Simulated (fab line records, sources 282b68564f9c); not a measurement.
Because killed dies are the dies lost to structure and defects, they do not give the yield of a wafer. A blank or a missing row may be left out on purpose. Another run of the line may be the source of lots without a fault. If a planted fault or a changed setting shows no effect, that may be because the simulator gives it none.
What tool caused it? | flow rit-cmos | 14 lots with 42 wafers sampled at 2 steps, on a route of 202 steps

== WHAT EACH GAUGE READ, for each wafer ==
RIT_NRETRO_TW_MEAS_10. Usual: NRETRO_TW gives 1041 (standard deviation 4.9).
lot  | measured    | on            | NRETRO_TW      | flag
L885 | day 2 15:10 | film-metro-01 | 1036 1038 1043 |
L886 | day 2 19:56 | film-metro-04 | 1045 1040 1044 |
L887 | day 3 01:04 | film-metro-01 | 1037 1039 1041 |
L888 | day 3 06:49 | film-metro-01 | 1043 1044 1041 |
L889 | day 3 12:33 | film-metro-03 | 1037 1035 1042 |
L896 | day 5 00:26 | film-metro-03 | 1041 1044 1039 |
L897 | day 5 05:38 | film-metro-04 | 1033 1036 1031 |
L899 | day 5 13:40 | film-metro-03 | 1037 1038 1037 |
L901 | day 5 23:22 | film-metro-04 | 1046 1038 1038 |
L902 | day 6 02:17 | film-metro-04 | 1037 1042 1043 |
L903 | day 6 07:48 | film-metro-04 | 1039 1042 1039 |
L904 | day 6 13:08 | film-metro-03 | 1041 1041 1037 |
L905 | day 6 18:29 | film-metro-03 | 1031 1031 1036 |
L906 | day 6 23:52 | film-metro-01 | 1043 1041 1042 |

RIT_PRETRO_TW_MEAS_10. Usual: PRETRO_TW gives 473 (standard deviation 3.4).
lot  | measured    | on            | PRETRO_TW   | flag
L885 | day 2 16:55 | film-metro-03 | 471 474 472 |
L886 | day 2 21:34 | film-metro-02 | 480 479 478 |
L887 | day 3 02:44 | film-metro-02 | 477 477 478 |
L888 | day 3 08:22 | film-metro-04 | 467 466 464 |
L889 | day 3 14:14 | film-metro-04 | 468 467 470 |
L896 | day 5 02:06 | film-metro-02 | 474 475 475 |
L897 | day 5 07:18 | film-metro-03 | 470 470 472 |
L899 | day 5 15:14 | film-metro-02 | 472 472 474 |
L901 | day 6 00:55 | film-metro-04 | 474 472 473 |
L902 | day 6 03:50 | film-metro-02 | 473 472 472 |
L903 | day 6 09:21 | film-metro-02 | 474 473 473 |
L904 | day 6 14:41 | film-metro-04 | 473 471 472 |
L905 | day 6 20:02 | film-metro-02 | 476 475 473 |
L906 | day 7 01:25 | film-metro-02 | 476 476 478 |

== TOOL THAT RAN EACH LOT (tool first, then ch and the chambers of the sampled wafers, then the start) ==
Before these readings, the record contains no process step.

== AS READ BY THE TOOLS THEMSELVES (means over the sampled wafers that have a number; for cases with no such wafer, the mark the record gives instead) ==
The record holds no such reading with a usual standard deviation.

== THE ANSWER, worked out from the rows above alone ==
Rule: lot off if the mean of its wafers having a number is beyond 3 standard deviations from the usual mean. A lot without any number at a reading at which 4 lots or more have one is off too. Any other lot the step has rows for is counted as sound. Order of review: gauges by route order, followed by the tools' own readings, for which a lot's mean as printed above is used. The first step at which some lot is off is used, and at that step the reading that is off furthest; a lot without a number counts as furthest.
None of the lots is off at any reading shown; this tells nothing.

== WHAT HAD BEEN PUT IN BY THE SIMULATOR ==
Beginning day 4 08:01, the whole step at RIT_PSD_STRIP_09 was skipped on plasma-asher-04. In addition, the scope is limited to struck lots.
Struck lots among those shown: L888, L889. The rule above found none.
